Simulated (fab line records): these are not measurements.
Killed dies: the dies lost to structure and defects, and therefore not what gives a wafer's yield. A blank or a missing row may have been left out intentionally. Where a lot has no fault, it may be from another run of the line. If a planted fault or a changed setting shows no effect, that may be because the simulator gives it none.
8D (eight disciplines) problem report, filled in by code ; flow rit cmos ; the parts of the form that need people (team, actions taken, sign-off) are left out

== 1. WHAT IS WRONG ==
Wafers without a fault read 193.1 s, standard deviation 0.48; run length s at RIT_GATE_ETCH_19 reads a mean of 239.6 s on 2 wafers belonging to 2 lots. That is +97 standard deviations from the usual mean.
The step: etches poly-Si in SF6/CHF3/O2, stops on SiO2, time 165 s, target depth 312.5 nm.
Earliest sighting: wafer L689.2 on rie si-02 at day 5 20:26. Wafers with a number at this step in the record: 42, from 14 lots. By rule, "out" or "out of limits" means more than 4 standard deviations away from the usual mean. The rest of the wafers with a number are treated as sound.

== 2. WHAT IT IS; WHAT IT IS NOT ==
question;is;is not
which readings at this step;run length s, oes product au;drypump motor current A, rf fwd power W, throttle valve pct
which lots;L689, L691;L673, L675, L676, L677, L680, L682, L683, L686, L687, L688, L690, L696
which wafers of those lots;L689.2, L691.3;L689.1, L689.5, L691.2, L691.5
read on which tools;rie si-02;rie si-01
when;from day 5 20:26;"up to then (32 sound wafers); but 8 sound wafers of L690, L691, L696 came after"

== 3. SUSPECTS, AND WHAT RULES EACH OUT ==
Counting: if a tool at a process step up to the reading ran every lot that is out, it stays a suspect. Sound lots after the first of them don't rule it out here, since some wafers of a struck lot are sound.
- plasma asher-02 at RIT_NWELL_STRIP_09 (strips in O2, time 180 s): kept. It ran every lot that is out, first L689 (day 5 04:50); its last sound lot up to then is L688 (day 4 23:56).
- rie si-02 at RIT_GATE_ETCH_19 (etches poly-Si in SF6/CHF3/O2, stops on SiO2, time 165 s, target depth 312.5 nm): kept. It ran every lot that is out, first L689 (day 5 20:26); its last sound lot up to then is L687 (day 5 11:33). Its own oes product au, run length s readings are out on those wafers.
- Within rie si-02 at RIT_GATE_ETCH_19: the wafers that are out ran in chamber 2; their sound lot-mates ran in chambers 0, 1, 3.
What counting leaves: plasma asher-02 at RIT_NWELL_STRIP_09 and rie si-02 at RIT_GATE_ETCH_19.

== 4. THE CAUSE (what the simulator had put in) ==
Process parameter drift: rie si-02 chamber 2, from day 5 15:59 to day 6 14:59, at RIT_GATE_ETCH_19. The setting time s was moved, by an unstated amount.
Counting left 2 suspects, and this tool is among them.

== 5. THE EFFECT CHAIN, in route order ==
Rows list readings where the struck wafers' mean (over those with a number) sits beyond 3 standard deviations from the usual. Readings are gone through only where the record gives a usual standard deviation; hours: the median, over the lots, of the time from a lot's start at the first step in this table giving one to that lot's start at this step; sigmas: the change measured in usual standard deviations.
hours;step;reading;usual;on struck wafers;change;sigmas
0;RIT_GATE_ETCH_19;oes product au;0.845 a.u.;0.704;-0.141;-9.4
0;RIT_GATE_ETCH_19;run length s;193.1 s;239.6;+46.5;+97
Here are the process steps it includes:
- RIT_GATE_ETCH_19: etches poly-Si in SF6/CHF3/O2, stops on SiO2, time 165 s, target depth 312.5 nm.
Later steps that measure or inspect, where all struck wafers having a row at the step show a number for every such reading and not one has moved that far: RIT_M1_OVL_MEAS_10.

== 6. WHAT WOULD HAVE CAUGHT IT SOONER ==
First out-of-limits reading in this record: day 5 20:26, which is 4 hours after fault onset at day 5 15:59.
